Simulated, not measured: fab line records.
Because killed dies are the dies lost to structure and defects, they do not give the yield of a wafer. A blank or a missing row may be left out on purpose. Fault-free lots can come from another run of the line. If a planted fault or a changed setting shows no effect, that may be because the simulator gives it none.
Which tool is to blame? -- flow berkeley cmos170 -- Sampling: 7 lots, 21 wafers, 3 of 331 route steps

## WHAT EACH GAUGE READ, for each wafer
UCB170_ACTIVE_OVL_MEAS_14.
lot,measured,on,ACTIVE_OVL (nm)
L832,day 4 21:41,overlay-01,-1 -2 -1
L835,day 5 11:55,overlay-02,1 -6 0
L837,day 6 03:38,overlay-01,0 -13 -9
L839,day 6 03:43,overlay-02,-10 -4 -2
L844,day 7 00:16,overlay-01,0 7 0
L846,day 7 10:49,overlay-01,- - -
L852,day 8 16:14,overlay-02,7 1 4

## EACH LOT AND THE TOOL THAT RAN IT (in order: tool; ch and the chambers of the sampled wafers; start)
lot,UCB170_ZERO_STRIP_07,UCB170_ACTIVE_PEB_11
L832,"plasma asher-01 ch 0,1, day 2 03:25","litho track-02 ch 0, day 4 21:20"
L835,"plasma asher-04 ch 0,1, day 2 21:35","litho track-01 ch 0, day 5 11:32"
L837,"plasma asher-04 ch 0,1, day 3 08:11","litho track-01 ch 0, day 6 03:14"
L839,"plasma asher-01 ch 0, day 3 15:45","litho track-03 ch 0, day 6 03:20"
L844,"plasma asher-03 ch 0, day 4 16:25","litho track-01 ch 0, day 6 23:52"
L846,"plasma asher-04 ch 0,1, day 5 04:37","litho track-01, day 7 10:25"
L852,"plasma asher-03 ch 0,1, day 6 10:05","litho track-03 ch 0, day 8 15:51"
- UCB170_ZERO_STRIP_07: strips in O2.
- UCB170_ACTIVE_PEB_11

## THE ANSWER, worked out from the rows above alone
Rule: usual is defined by the lots themselves. Put in order of their means at a reading, lots are off if they are a third of the lots or fewer, leave a main group of 4 or more, and stand apart from it by a gap of 3 or more times the standard deviation of the main group's means; of several such gaps the widest counts. If all means in a main group match to the digits the tables above print for the reading, that group is not used. A lot without any number at a reading at which 4 lots or more have one is off too. Where the step has rows for the other lots, those lots are counted as sound.
Off: L846, seen at UCB170_ACTIVE_OVL_MEAS_14 (ACTIVE_OVL). Without a number there: L846. For the main group the mean is -2 nm and the standard deviation 4.
If a tool, at a process step before that reading, ran all the lots that are off and no sound lot after the first of them, it fits. The gauges at UCB170_ACTIVE_OVL_MEAS_14 are tried like those tools. Can't be told from this: 3 tools fit, plasma asher-04 at UCB170_ZERO_STRIP_07, litho track-01 at UCB170_ACTIVE_PEB_11, overlay-01 at UCB170_ACTIVE_OVL_MEAS_14.

## WHAT WAS PUT IN BY THE SIMULATOR
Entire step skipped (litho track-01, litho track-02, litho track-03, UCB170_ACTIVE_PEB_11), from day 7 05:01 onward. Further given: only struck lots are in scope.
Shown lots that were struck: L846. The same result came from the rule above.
